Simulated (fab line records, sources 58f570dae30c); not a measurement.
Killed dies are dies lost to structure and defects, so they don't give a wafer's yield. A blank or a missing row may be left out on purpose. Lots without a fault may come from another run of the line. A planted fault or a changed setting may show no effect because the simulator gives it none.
Chamber matching | flow berkeley_cmos170 | UCB170_GATE_ETCH_14 on rie_diel-01: 4 sister chambers
The step etches BARC in N2/H2. 14 wafers are shown with their chamber, then 7 later ones without.

WAFERS WITH THEIR CHAMBER
wafer  | chamber | drypump_motor_current_A (A) | throttle_valve_pct (%) | oes_product_au (a.u.)
L735.2 | 1       | 6.1                         | 13.65                  | 0.993
L735.5 | 0       | 5.7                         | 13.28                  | 1.014
L735.6 | 1       | 6.1                         | 13.66                  | 1.001
L738.1 | 3       | 5.2                         | 13.65                  | 1.002
L738.2 | 2       | 6.2                         | 13.40                  | 1.014
L738.6 | 2       | 6.1                         | 13.42                  | 1.024
L740.1 | 2       | 6.2                         | 13.42                  | 1.022
L740.2 | 3       | 5.2                         | 13.65                  | 0.995
L740.3 | 0       | 5.7                         | 13.22                  | 1.003
L743.3 | 0       | 5.7                         | 13.21                  | 1.011
L743.4 | 1       | 6.2                         | 13.66                  | 0.988
L743.5 | 2       | 6.2                         | 13.41                  | 1.025
L745.1 | 1       | 6.2                         | 13.67                  | 0.994
L745.2 | 0       | 5.7                         | 13.22                  | 1.009

SIGNATURES (means of the wafers above)
reading                 | chamber 0 | chamber 1 | chamber 2 | chamber 3 | scatter within a chamber
drypump_motor_current_A | 5.700     | 6.150     | 6.175     | 5.200     | 0.0418
throttle_valve_pct      | 13.2325   | 13.6600   | 13.4125   | 13.6500   | 0.0188
oes_product_au          | 1.00925   | 0.99400   | 1.02125   | 0.99850   | 0.005
Rule: a wafer's distance from a chamber is the root of the sum, over the readings, of the square of ((its reading less the chamber's mean) divided by the reading's scatter). The wafer belongs to the nearest chamber; if the next one is less than 2 further off, it can't be placed. The scatter: the root of (the sum of the squares of (reading less its chamber's mean) over the shown wafers, divided by (wafers less chambers)).

WAFERS WITHOUT THEIR CHAMBER
wafer  | drypump_motor_current_A (A) | throttle_valve_pct (%) | oes_product_au (a.u.)
L745.4 | 5.2                         | 13.67                  | 0.993
L748.1 | 5.2                         | 13.65                  | 0.990
L748.2 | 5.7                         | 13.21                  | 1.011
L748.6 | 6.2                         | 13.66                  | 0.981
L755.4 | 5.2                         | 13.66                  | 0.992
L755.5 | 5.2                         | 13.67                  | 0.995
L755.6 | 6.2                         | 13.42                  | 1.023

WHICH CHAMBER EACH WENT THROUGH
wafer  | from the rows above | in truth
L745.4 | 3                   | 3
L748.1 | 3                   | 3
L748.2 | 0                   | 0
L748.6 | 1                   | 1
L755.4 | 3                   | 3
L755.5 | 3                   | 3
L755.6 | 2                   | 2
Placed correctly: 7 of 7. Can't be placed from these rows: 0. Placed wrongly: 0.
